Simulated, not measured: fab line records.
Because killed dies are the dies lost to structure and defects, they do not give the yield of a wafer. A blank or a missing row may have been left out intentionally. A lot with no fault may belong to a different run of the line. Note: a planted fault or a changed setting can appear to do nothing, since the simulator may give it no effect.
Problem report in the 8D (eight disciplines) form, filled by code ; flow berkeleyCmos170 ; the parts of the form that need people (team, actions taken, sign-off) are left out

== 1. WHAT WENT WRONG ==
Mean of cdNm at UCB170_M3_CD_MEAS_15: 716.1 nm across 6 wafers in 2 lots; on wafers with no fault it is 700.2 nm (standard deviation 1.6). Measured from the usual mean, that is +10 standard deviations.
The step: target cd 700 nm.
Seen first at day 8 16:52 on cdSem-02, wafer L859.1. At this step, 42 wafers from 14 lots have a number in the record. The rule behind "out" and "out of limits": a value lying over 4 standard deviations away from the usual mean. The rest of the wafers with a number are treated as sound.

== 2. WHAT IT IS, WHAT IT ISN'T ==
question;is;is not
which readings at this step;cdNm;-
which lots;L859, L863;L854, L856, L860, L862, L867, L868, L870, L872, L873, L874, L875, L876
which wafers of those lots;all that have a number;-
read on which gauges;cdSem-02;cdSem-01
when;from day 8 16:52;"up to then (9 sound wafers); but 27 sound wafers of L860, L867, L868, L870, L872, L873, L874, L875, L876 came after"

== 3. SUSPECTS, AND WHAT RULES EACH OUT ==
Counting: a tool stays on the suspect list if, at a process step up to the reading, it processed all lots that are out and no sound lot following the first of them.
- the gauge at UCB170_M3_CD_MEAS_15 is ruled out. All the wafers that are out were read on cdSem-02, but those of them that UCB170_M3_PEB_13 has rows for are out there too, on other tools.
- lithoTrack-04 at UCB170_M3_PEB_13: ruled out as a lasting fault. The sound lots L874 went through it after L859, its earliest lot that is out (day 8 16:35).
Left after counting: nothing in the record.

== 4. THE CAUSE (what the simulator had put in) ==
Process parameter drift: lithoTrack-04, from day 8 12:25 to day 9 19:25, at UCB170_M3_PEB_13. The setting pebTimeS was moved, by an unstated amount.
Counting ruled it out, wrongly: the rule takes a fault to strike every lot that its tool runs from its start on, and this one did not.

== 5. THE CHAIN OF EFFECTS, in route order ==
Rows list readings where the struck wafers' mean (over those with a number) sits beyond 3 standard deviations from the usual. Only readings whose record carries a usual standard deviation are examined. hours: median over the lots of the time between each lot's start at the first step of this table that gives one and its start at this step. sigmas: the change, counted in usual standard deviations.
hours;step;reading;usual;on struck wafers;change;sigmas
0;UCB170_M3_PEB_13;heaterPowerTotalW;56.80 W;61.02;+4.22;+84
0;UCB170_M3_CD_MEAS_15;cdNm;700.2 nm;716.1;+15.9;+10
The process steps in it:
- UCB170_M3_PEB_13

== 6. WHAT WOULD HAVE CAUGHT IT SOONER ==
The first out-of-limits reading at a measuring or inspecting step in this record came at day 8 16:52, 4 hours after the fault's start at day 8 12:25.
Tool's own readings at UCB170_M3_PEB_13, heaterPowerTotalW: out on all struck wafers the step has rows for; an alarm limit on them would have tripped on the first.
